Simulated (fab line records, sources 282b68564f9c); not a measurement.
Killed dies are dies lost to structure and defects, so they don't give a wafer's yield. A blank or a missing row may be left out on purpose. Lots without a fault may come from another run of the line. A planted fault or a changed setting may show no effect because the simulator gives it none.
fab line records | flow rit_cmos
record lots=6 wafers=18 last_day=6
route steps=202 shown NWELL@38 PWELL@39 WELLDRIVE@50 M1@202
lots that met no fault: from a run of the same line without faults
start_h: hours from the record's first day to the start of the lot's first wafer shown | wait_h: hours since the lot's step before | " the same as in the row above | L1.1+2: a row that stands for several wafers | - no value, or no start given | * or withheld: withheld | < > ~ a bound
route shown NAME@n: a module of which the file shows steps, and the number in the route of the first | usual: mean/standard deviation of fault-free wafers | same: alike in all rows | chamber/n: place in a boat | sites: the reading at each site | _std_site: their standard deviation | _edge_site: outer sites' mean less inner sites' | radius_mm: how far each site lies from the wafer's centre | mask NAME#n: copy n | behind: the tool/chamber that last shaped the wafer | hold: why the lot was held/for how many hours/how that ended | device: the transistor (n, p or np) that didn't switch | end of line: the same wafers' tests at the end of the route | a step without rows: its recipe alone | killed: dies lost to structure and defects at the first sort, not the wafer's yield | map: a wafer's dies, x killed, . not, _ none there
set.NAME: the setting as run; set.NAME@STEP: as run at that earlier step | model.NAME: the simulator's own value behind a step, which no gauge read
lots at some steps of the route; a table a step, a row a wafer
services: from which hour (start_h, from the record's first day; less than 0 if before it) a tool's chamber was out of use, for how many hours, and why
## steps
# step RIT_NWELL_TW_MEAS_10
# usual NWELL_TW=2153/24
# columns lot.wafer tool chamber start_h wait_h NWELL_TW
L788.1 film_metro-04 - 22.85 0.1 2146
L788.4 " - " " 2156
L788.5 " - " " 2152
L789.1 film_metro-04 - 27.75 0.1 2156
L789.2 " - " " 2163
L789.6 " - " " 2155
L799.1 film_metro-04 - 76.30 0.1 2163
L799.2 " - " " 2156
L799.4 " - " " 2170
L800.1 film_metro-04 - 82.20 0.1 2153
L800.4 " - " " 2163
L800.6 " - " " 2162
L805.1 film_metro-04 - 106.09 0.1 2163
L805.2 " - " " 2138
L805.3 " - " " 2150
L807.1 film_metro-03 - 116.03 0.1 2118
L807.2 " - " " 2119
L807.3 " - " " 2119
# step RIT_PWELL_HMDS_00
# recipe prime_time_s=60 prime_temp_c=140
# step RIT_PWELL_COAT_01
# recipe resist=NOVOLAK spin_rpm=2000 resist_thk_nm=1300
# step RIT_PWELL_SOFTBAKE_02
# recipe resist=NOVOLAK temp_c=90 time_s=60
# step RIT_PWELL_EXPOSE_03
# recipe mask_id=M3 na=0.57 target_cd_nm=43700 dose_mj=250
# step RIT_PWELL_PEB_04
# recipe resist=NOVOLAK temp_c=withheld time_s=withheld
# step RIT_PWELL_DEVELOP_05
# recipe resist=NOVOLAK develop_time_s=68 dev_temp_c=23
# step RIT_PWELL_OVL_MEAS_06
# usual PWELL_OVL=0.7/1.8
# columns lot.wafer tool chamber start_h wait_h PWELL_OVL[nm]
L788.1 overlay-01 - 23.79 - 1.5
L788.4 " - " " 1.5
L788.5 " - " " 1.1
L789.1 overlay-01 - 28.81 - 2.2
L789.2 " - " " 2.7
L789.6 " - " " 3.2
L799.1 overlay-01 - 77.37 - 1.6
L799.2 " - " " 1.6
L799.4 " - " " -0.3
L800.1 overlay-01 - 83.33 - -1.6
L800.4 " - " " 0.2
L800.6 " - " " 0.4
L805.1 overlay-01 - 107.15 - -3.4
L805.2 " - " " -3.7
L805.3 " - " " -2.7
L807.1 overlay-02 - 116.97 - 1.5
L807.2 " - " " 0.2
L807.3 " - " " 1.7
# step RIT_PWELL_HARDBAKE_07
# recipe resist=NOVOLAK temp_c=140 time_s=120
# step RIT_PWELL_IMPLANT_08
# recipe species=B energy_kev=170 dose_cm2=7e+13 tilt_deg=7
# step RIT_PWELL_STRIP_09
# recipe chemistry=O2 time_s=180 resist=NOVOLAK platen_temp_c=withheld power_w=500 pressure_mtorr=4000 o2_flow_sccm=4000
# usual drypump_motor_current_A=5.9/0.63
# columns lot.wafer tool chamber start_h wait_h drypump_motor_current_A rf_hours_counter_h
L788.1 plasma_asher-04 0 24.23 0.1 6.6 23
L788.4 " 0 " " 6.6 -
L788.5 " 1 " " 5.7 -
L789.1 plasma_asher-02 0 29.25 0.1 5.3 37
L789.2 " 1 " " 5.0 37
L789.6 " 0 " " 5.3 -
L799.1 plasma_asher-02 0 77.80 0.1 5.3 42
L799.2 " 1 " " 5.0 42
L799.4 " 0 " " 5.3 -
L800.1 plasma_asher-02 1 83.76 0.1 5.0 43
L800.4 " 1 " " 5.0 -
L800.6 " 0 " " 5.3 -
L805.1 plasma_asher-03 1 107.59 0.1 6.2 46
L805.2 " 0 " " 6.6 46
L805.3 " 0 " " 6.6 -
L807.1 plasma_asher-04 0 117.41 0.1 6.6 34
L807.2 " 1 " " 5.7 34
L807.3 " 0 " " 6.6 -
# step RIT_PWELL_TW_MEAS_10
# usual PWELL_TW=960/11
# columns lot.wafer tool chamber start_h wait_h PWELL_TW
L788.1 film_metro-03 - 24.40 0.1 946
L788.4 " - " " 940
L788.5 " - " " 939
L789.1 film_metro-04 - 29.42 0.1 956
L789.2 " - " " 956
L789.6 " - " " 957
L799.1 film_metro-04 - 77.98 0.1 963
L799.2 " - " " 959
L799.4 " - " " 961
L800.1 film_metro-04 - 83.94 0.1 962
L800.4 " - " " 958
L800.6 " - " " 954
L805.1 film_metro-02 - 107.76 0.1 971
L805.2 " - " " 972
L805.3 " - " " 964
L807.1 film_metro-02 - 117.58 0.1 973
L807.2 " - " " 972
L807.3 " - " " 971
# step RIT_WELLDRIVE_ANNEAL_00
# recipe temp_c=1100 time_s=14700 ambient=N2
# usual spike_tc_centre_C=1101.8/1.3 spike_tc_load_C=1128/3.9 spike_tc_source_C=1127.6/2
# columns lot.wafer tool chamber start_h wait_h spike_tc_centre_C spike_tc_load_C spike_tc_source_C
L788.1 furnace-03 0 25.23 0.8 1100.6 1123 1128.7
L788.4 " 0 " " 1101.1 1126 1127.1
L788.5 " 0 " " 1099.9 1123 1126.2
L789.1 furnace-02 0 31.17 1.7 1103.2 1134 1125.2
L789.2 " 0 " " 1101.5 1134 1127.4
L789.6 " 0 " " 1101.7 1131 1126.9
L799.1 furnace-02 0 78.04 0.1 1061.0 1093 1086.2
L799.2 " 0 " " 1060.4 1092 1086.2
L799.4 " 0 " " 1063.0 1092 1084.7
L800.1 furnace-02 0 84.00 0.1 1061.1 1092 1085.3
L800.4 " 0 " " 1062.7 1091 1085.8
L800.6 " 0 " " 1060.8 1092 1086.4
L805.1 furnace-03 0 108.55 0.8 1099.2 1125 1127.9
L805.2 " 0 " " 1101.6 1126 1126.2
L805.3 " 0 " " 1101.6 1125 1126.9
L807.1 furnace-04 0 117.78 0.2 1103.2 1125 1130.4
L807.2 " 0 " " 1103.5 1126 1129.4
L807.3 " 0 " " 1103.4 1123 1131.2
# step RIT_WELLDRIVE_RS_MEAS_01
# recipe thk_meas_gauge=four-point-probe
# usual NWELL_RS=275.3/0.73
# columns lot.wafer tool chamber start_h wait_h hold NWELL_RS[ohm/sq]
L788.1 film_metro-02 - 30.31 0.0 - 274.5
L788.4 " - " " - 274.8
L788.5 " - " " - 274.6
L789.1 film_metro-04 - 36.25 0.0 - 274.7
L789.2 " - " " - 274.8
L789.6 " - " " - 274.1
L799.1 film_metro-02 - 83.12 0.0 await_dispo/0.2h/release 321.8
L799.2 " - " " await_dispo/0.2h/release 322.0
L799.4 " - " " await_dispo/0.2h/release 322.3
L799.1 film_metro-02 - 83.41 0.3 - 323.1
L799.2 " - " " - 322.6
L799.4 " - " " - 321.9
L800.1 film_metro-04 - 89.08 0.0 await_dispo/0.2h/release 321.2
L800.4 " - " " await_dispo/0.2h/release 321.1
L800.6 " - " " await_dispo/0.2h/release 321.5
L800.1 film_metro-04 - 89.37 0.3 - 321.1
L800.4 " - " " - 321.7
L800.6 " - " " - 321.0
L805.1 film_metro-02 - 113.64 0.0 - 275.9
L805.2 " - " " - 276.1
L805.3 " - " " - 275.7
L807.1 film_metro-02 - 122.86 0.0 - 276.7
L807.2 " - " " - 275.7
L807.3 " - " " - 276.0
# step RIT_M1_PROBE_99
# usual defect_limited_yield=97.1/1.1 killed_at_front_end=7/3 killed_dies=8/3 killed_open=3.7/2 killed_short=3.8/2.1 sort_bin_3_pad_short=0.2/0.28 sort_bin_5_function=1.6/0.88 sort_bin_6_memory=1.1/0.67 sort_n_pass=256/3 sort_yield_pct=97.1/1.1
# same gross_dies=264 killed_at_M0_to_M3=0 killed_at_M4_up=0 killed_at_back_side=0 killed_at_contacts=0 killed_at_other=0
# columns lot.wafer tool chamber start_h wait_h defect_limited_yield[%] killed_at_front_end killed_dies killed_open killed_short sort_bin_3_pad_short[%] sort_bin_5_function[%] sort_bin_6_memory[%] sort_n_pass sort_yield_pct[%]
L788.1 prober-01 - 64.45 0.1 97.7 6 6 1 5 0 1.5 0.8 258 97.7
L788.4 prober-01 - 64.60 0.2 99.2 2 2 0 2 0 0.4 0.4 262 99.2
L788.5 prober-01 - 64.65 0.2 97.0 8 8 6 2 0.4 0.8 1.9 256 97.0
L789.1 prober-02 - 70.22 0.1 95.8 11 11 9 2 0 3.4 0.8 253 95.8
L789.2 prober-02 - 70.27 0.1 97.0 8 8 4 4 0 1.5 1.5 256 97.0
L789.6 prober-02 - 70.47 0.2 97.0 8 8 2 6 0 2.3 0.8 256 97.0
L805.1 prober-02 - 142.96 0.1 95.8 11 11 5 6 0 2.7 1.5 253 95.8
L805.2 prober-02 - 143.01 0.1 96.2 10 10 6 4 0 2.3 1.5 254 96.2
L805.3 prober-02 - 143.06 0.2 96.6 9 9 3 6 0 1.1 2.3 255 96.6
L807.1 prober-02 - 151.70 0.1 95.5 12 12 7 5 0.4 1.9 2.3 252 95.5
L807.2 prober-02 - 151.75 0.1 96.2 10 10 2 8 0.8 1.9 1.1 254 96.2
L807.3 prober-02 - 151.80 0.2 97.7 6 6 2 4 0 1.5 0.8 258 97.7
# killed by level:class
L788.1 SPACER:geometric_particle:short=2 SILICIDE:geometric_particle:short=2 FOX1:geometric_particle:short=1 SPACER:geometric_particle:open=1
L788.4 FOX1:geometric_particle:short=1 REOX:geometric_particle:short=1
L788.5 FOX1:geometric_particle:open=2 GATE:geometric_particle:open=2 FOX2:geometric_particle:open=1 GATE:geometric_particle:short=1 REOX:geometric_particle:open=1 SPACER:geometric_particle:short=1
L789.1 FOX2:geometric_particle:open=4 GATE:geometric_particle:open=4 GATE:geometric_particle:short=1 REOX:geometric_particle:short=1 SILICIDE:geometric_particle:open=1
L789.2 GATE:geometric_particle:open=2 FOX1:geometric_particle:short=1 GATE:geometric_particle:short=1 REOX:geometric_particle:short=1 SPACER:geometric_particle:short=1 SPACER:geometric_particle:open=1 SILICIDE:geometric_particle:open=1
L789.6 FOX1:geometric_particle:short=2 FOX1:geometric_particle:open=1 FOX2:geometric_particle:short=1 GATE:geometric_particle:short=1 REOX:geometric_particle:open=1 SPACER:geometric_particle:short=1 SILICIDE:geometric_particle:short=1
L805.1 FOX2:geometric_particle:short=3 GATE:geometric_particle:short=3 SPACER:geometric_particle:open=2 SILICIDE:geometric_particle:open=2 FOX1:geometric_particle:open=1
L805.2 GATE:geometric_particle:open=4 FOX1:geometric_particle:short=1 FOX1:geometric_particle:open=1 GATE:geometric_particle:short=1 SPACER:geometric_particle:open=1 SPACER:geometric_particle:short=1 SILICIDE:geometric_particle:short=1
L805.3 GATE:geometric_particle:short=2 GATE:geometric_particle:open=2 SPACER:geometric_particle:short=2 FOX1:geometric_particle:short=1 REOX:geometric_particle:short=1 SPACER:geometric_particle:open=1
L807.1 GATE:geometric_particle:open=4 SILICIDE:geometric_particle:open=3 REOX:geometric_particle:short=2 FOX1:geometric_particle:short=1 FOX2:geometric_particle:short=1 GATE:geometric_particle:short=1
L807.2 GATE:geometric_particle:short=4 REOX:geometric_particle:short=2 FOX1:geometric_particle:short=1 GATE:geometric_particle:open=1 REOX:geometric_particle:open=1 SPACER:geometric_particle:short=1
L807.3 GATE:geometric_particle:open=2 ACTIVE:geometric_particle:short=1 GATE:geometric_particle:short=1 REOX:geometric_particle:short=1 SPACER:geometric_particle:short=1
## services
# columns tool chamber start_h hours kind
furnace-03 - 18.15 3.1 pm
furnace-04 - 18.27 11.7 repair
furnace-02 - 25.12 3.0 pm
furnace-02 - 39.51 3.1 pm
furnace-04 - 43.49 3.2 pm
furnace-04 - 46.68 3.0 pm
plasma_asher-03 - 53.22 1.4 repair
plasma_asher-03 - 116.76 2.8 pm
## key
first_sign step=RIT_WELLDRIVE_ANNEAL_00 reading=spike_tc_centre_C direction=down sigmas=31 usual=1101.8 struck=1061.5
effect step=RIT_WELLDRIVE_ANNEAL_00 reading=spike_tc_source_C direction=down sigmas=21 usual=1127.6 struck=1085.8
effect step=RIT_WELLDRIVE_RS_MEAS_01 reading=visit direction=added
effect step=RIT_WELLDRIVE_RS_MEAS_01 reading=NWELL_RS direction=up sigmas=63 usual=275.3 struck=321.7
met_at RIT_WELLDRIVE_ANNEAL_00
struck_wafers L799.1,L799.2,L799.4,L800.1,L800.4,L800.6
scrapped_behind RIT_WELLDRIVE_RS_MEAS_01 L799.1,L799.2,L799.4,L800.1,L800.4,L800.6
onset_between 31.17 78.04
fault kind=process_parameter_drift tool=furnace-02 chamber=- onset_h=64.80 steps=RIT_WELLDRIVE_ANNEAL_00 channel=temp_c offset=* shape=step end_h=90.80 acts_in=* stated=*
